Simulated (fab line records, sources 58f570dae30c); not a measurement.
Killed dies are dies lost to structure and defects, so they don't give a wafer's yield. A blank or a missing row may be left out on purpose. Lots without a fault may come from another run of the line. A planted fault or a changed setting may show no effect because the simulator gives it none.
A struck lot beside a sound one | flow berkeley_cmos170 | 44 steps out of a route of 331
Sound: wafers L562.3, L562.4, L562.5. Struck: wafers L568.1, L568.4, L568.5. The cause comes at the end.
At each step with rows: each side's tool, then ch and its chambers, then its first start. Under that, the readings that differ: sound wafers | struck wafers | difference of the means | sigmas: that difference in standard deviations of wafers without a fault.
alike: readings whose means differ by less than 2 such deviations, and words and numbers that are the same on both sides. not compared: withheld readings, readings that some wafer has no value for, bounds like >300 that may hide the same value, and numbers for which the record gives no deviation and whose values overlap.
The two part at a step that has a row with sigmas, a row that says differs or no value, or rows on one side only. Numbers that don't overlap but have no deviation are shown without sigmas and don't part them. A reading that every wafer of one side lacks parts them only if that side has two wafers or more.

first, 3 steps without rows for these wafers: UCB170_PVT_EXPOSE_03 (exposes mask NWELL, target cd 3000 nm); UCB170_PVT_PEB_04; UCB170_PVT_DEVELOP_05 (develop time 45 s).
UCB170_PVT_OVL_MEAS_06:
  sound on overlay-01, day 7 14:35; struck on overlay-01, day 8 05:52
  alike: PVT_OVL
then, 1 step without rows for these wafers: UCB170_PVT_IMPLANT_07.
UCB170_PVT_STRIP_08: strips in O2.
  sound on plasma_asher-03 ch 0,1, day 7 14:47; struck on plasma_asher-03 ch 0,1, day 8 06:03
  alike: drypump_motor_current_A, oes_product_au, strip_time_to_endpoint_s
  not compared: rf_hours_counter_h
UCB170_PVT_TW_MEAS_09:
  sound on film_metro-03, day 7 14:53; struck on film_metro-04, day 8 06:09
  alike: PVT_TW
then, 1 step without rows for these wafers: UCB170_GATE_WET_ETCH_00 (etches SiO2 in dHF, time 200 s).
UCB170_FIELD_THK_MEAS_91:
  sound on film_metro-04, day 7 15:03; struck on film_metro-01, day 8 06:17
  alike: FIELD_OXIDE_LEFT_2_THK
then, 1 step without rows for these wafers: UCB170_GATE_OXIDATION_01 (target thk 6.6 nm, ox time 1800 s).
UCB170_GATE_THK_MEAS_02:
  sound on film_metro-04, day 7 18:26; struck on film_metro-04, day 8 10:23
  alike: GATE_OXIDE_THK
then, 1 step without rows for these wafers: UCB170_GATE_ANNEAL_03 (time 1800 s).
UCB170_GATE_CVD_04: deposits poly-Si from SiH4, time 1440 s, target thk 214 nm.
  sound on lpcvd-01 ch 1, day 7 23:02; struck on lpcvd-01 ch 0, day 8 15:59
  reading                                  | sound                | struck               | difference | sigmas
  spike_tc_centre_C (C)                    | 611.2 613.5 614.0    | 587.3 589.4 587.8    | -24.7      | -22
  spike_tc_load_C (C)                      | 634.9 635.1 633.2    | 610.0 608.7 608.8    | -25.2      | -12
  spike_tc_source_C (C)                    | 632.1 630.2 631.2    | 605.9 605.7 605.1    | -25.6      | -15
  susceptor_temp_C (C)                     | 610.25 610.18 610.08 | 584.70 584.91 585.03 | -25.29     | -90
  model.poly-Si_of_GATE_CVD_04.thk_nm (nm) | 217.1 215.4 217.1    | 116.9 117.1 118.3    | -99.1      |
UCB170_GATE_THK_MEAS_05:
  sound on film_metro-02, day 8 00:28; struck on film_metro-04, day 8 17:23
  reading            | sound             | struck            | difference | sigmas
  GATE_POLY_THK (nm) | 217.0 215.6 217.2 | 116.9 117.2 118.4 | -99.1      | -41
then, 6 steps without rows for these wafers: UCB170_GATE_COAT_06; UCB170_GATE_COAT_07 (resist thk 900 nm); UCB170_GATE_SOFTBAKE_08 (time 60 s); UCB170_GATE_EXPOSE_09 (exposes mask POLY, target cd 350 nm); UCB170_GATE_PEB_10; UCB170_GATE_DEVELOP_11 (develop time 45 s).
UCB170_GATE_CD_MEAS_12: target cd 350 nm.
  sound on cd_sem-02, day 8 02:09; struck on cd_sem-01, day 8 18:17
  alike: cd_nm
UCB170_GATE_OVL_MEAS_13:
  sound on overlay-02, day 8 02:14; struck on overlay-02, day 8 18:24
  alike: GATE_OVL
UCB170_GATE_ETCH_14: etches BARC in N2/H2.
  sound on rie_diel-04 ch 0,1,2, day 8 02:16; struck on rie_diel-04 ch 1,2, day 8 18:26
  alike: drypump_motor_current_A, oes_product_au, throttle_valve_pct
UCB170_GATE_ETCH_15: etches poly-Si in HBr/Cl2, stops on SiO2, time 56.3 s, target depth 278.2 nm.
  sound on rie_si-02 ch 0,1,2, day 8 02:19; struck on rie_si-01 ch 2,3, day 8 18:28
  reading                          | sound             | struck            | difference | sigmas
  oes_product_au (a.u.)            | 0.819 0.822 0.858 | 0.580 0.584 0.584 | -0.250     | -17
  model.GATE.feature_depth_nm (nm) | 217.1 215.4 217.1 | 116.9 117.1 118.3 | -99.1      |
  model.etch.depth_nm (nm)         | 217.1 215.4 217.1 | 116.9 117.1 118.3 | -99.1      |
  alike: drypump_motor_current_A, throttle_valve_pct
  not compared: rf_hours_counter_h
UCB170_GATE_STRIP_16: strips in O2.
  sound on plasma_asher-04 ch 0,1, day 8 02:23; struck on plasma_asher-04 ch 1, day 8 18:31
  alike: drypump_motor_current_A, oes_product_au
  not compared: rf_hours_counter_h
UCB170_GATE_CD_MEAS_90: target cd 350 nm.
  sound on cd_sem-01, day 8 02:40; struck on cd_sem-01, day 8 18:37
  alike: cd_nm
then, 7 steps without rows for these wafers: UCB170_GATE_CLEAN_17 (cleans in SPM, time 600 s); UCB170_PLDD_HMDS_00 (prime time 60 s); UCB170_PLDD_COAT_01 (resist thk 900 nm); UCB170_PLDD_SOFTBAKE_02 (time 60 s); UCB170_PLDD_EXPOSE_03 (exposes mask PSELECT, target cd 1200 nm); UCB170_PLDD_PEB_04; UCB170_PLDD_DEVELOP_05 (develop time 45 s).
UCB170_PLDD_CD_MEAS_06: target cd 1200 nm.
  sound on cd_sem-01, day 8 04:50; struck on cd_sem-01, day 8 20:25
  alike: cd_nm
UCB170_PLDD_OVL_MEAS_07:
  sound on overlay-02, day 8 04:55; struck on overlay-02, day 8 20:32
  alike: PLDD_OVL
then, 2 steps without rows for these wafers: UCB170_PLDD_IMPLANT_08; UCB170_PLDD_IMPLANT_09.
UCB170_PLDD_STRIP_10: strips in O2.
  sound on plasma_asher-03 ch 0,1, day 8 05:17; struck on plasma_asher-01 ch 0,1, day 8 20:53
  reading                      | sound             | struck            | difference | sigmas
  strip_time_to_endpoint_s (s) | 21.57 21.57 21.57 | 21.72 21.70 21.74 | +0.15      | +2
  alike: drypump_motor_current_A, oes_product_au
  not compared: rf_hours_counter_h
UCB170_PLDD_TW_MEAS_11:
  sound on film_metro-02, day 8 05:22; struck on film_metro-02, day 8 20:59
  alike: PLDD_TW
then, 3 steps without rows for these wafers: UCB170_PLDD_CLEAN_12 (cleans in SPM, time 600 s); UCB170_NLDD_HMDS_00 (prime time 60 s); UCB170_NLDD_COAT_01 (resist thk 900 nm).
UCB170_SILICIDE_PRE_CLEAN_00: preclean etch time 60 s.
  sound on pvd_sputter-02, day 8 17:57; struck on pvd_sputter-02, day 9 11:26
  reading                                  | sound             | struck            | difference | sigmas
  model.poly-Si_of_GATE_CVD_04.thk_nm (nm) | 210.2 208.6 210.3 | 110.1 110.2 111.5 | -99.1      |
UCB170_M3_PROBE_99:
  the record has rows for the sound wafers here (prober-02, day 9 23:25) and none for the struck ones

WHERE THEY PART
First at UCB170_GATE_CVD_04; last, within this record, at UCB170_M3_PROBE_99.

WHY: what the simulator had put in
Process parameter drift: lpcvd-01, from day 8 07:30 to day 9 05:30, at UCB170_GATE_CVD_04. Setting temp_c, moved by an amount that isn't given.
